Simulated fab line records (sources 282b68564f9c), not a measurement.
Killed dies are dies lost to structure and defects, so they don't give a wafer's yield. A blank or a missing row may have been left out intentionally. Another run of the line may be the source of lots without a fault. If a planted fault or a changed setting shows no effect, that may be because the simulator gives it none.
Problem report, 8D (eight disciplines) form, completed by code ; flow rit-cmos ; the parts of the form that need people (team, actions taken, sign-off) are left out

## 1. WHAT IS WRONG
At RIT_SILICIDE_RTA_04, chamber-o2-ppm averages 62.010 over 9 wafers from 3 lots, while fault-free wafers read 2.005, standard deviation 0.021. That is +99 or more standard deviations from the usual mean.
The step: time 10 s, ramp up 5 s, ramp down 5 s.
First seen on wafer L303.1, day 4 17:45, on rtp-anneal-01. The record has a number at this step for 21 wafers belonging to 7 lots. The rule behind "out" and "out of limits": a value lying over 4 standard deviations away from the usual mean. All remaining wafers that have a number are taken as sound.

## 2. WHAT IT IS; WHAT IT IS NOT
question;is;is not
which readings at this step;chamber-o2-ppm;-
which lots;L303, L305, L307;L296, L308, L310, L319
which wafers of those lots;all that have a number;-
read on which tools;rtp-anneal-01;rtp-anneal-02
when;from day 4 17:45;"up to then (3 sound wafers); but 9 sound wafers of L308, L310, L319 came after"

## 3. THE SUSPECTS, EACH WITH WHAT RULES IT OUT
Counting: a tool at a process step up to the reading stays a suspect if it ran every lot that is out and no sound lot after the first of them.
- rtp-anneal-02 at RIT_SDANNEAL_RTA_03 (time 5 s): ruled out as a lasting fault. After its first lot that is out, L303 (day 4 16:52), sound lots L319 ran on it.
- rtp-anneal-01 at RIT_SILICIDE_RTA_04 (time 10 s, ramp up 5 s, ramp down 5 s): ruled out as a lasting fault. After its first lot that is out, L303 (day 4 17:45), sound lots L319 ran on it.
Left after counting: nothing in the record.

## 4. THE CAUSE (what the simulator had put in)
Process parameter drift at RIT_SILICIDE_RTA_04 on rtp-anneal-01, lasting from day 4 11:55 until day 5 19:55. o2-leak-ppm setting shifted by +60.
Counting ruled it out, wrongly.

## 5. THE EFFECT CHAIN, in route order
Each row: a reading whose mean over the struck wafers that have a number lies more than 3 standard deviations from the usual. Scope: only readings with a usual standard deviation given in the record; hours: median across lots of the time from each lot's start at the first step in this table that gives one to its start at this step; sigmas: change in usual standard deviations.
hours;step;reading;usual;on struck wafers;change;sigmas
0;RIT_SILICIDE_RTA_04;chamber-o2-ppm;2.005;62.010;+60.005;+99 or more
The process steps in it:
- RIT_SILICIDE_RTA_04: time 10 s, ramp up 5 s, ramp down 5 s.

## 6. WHAT WOULD HAVE CAUGHT IT SOONER
6 hours passed between the start of the fault at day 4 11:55 and the first reading out of limits in this record, taken at day 4 17:45.
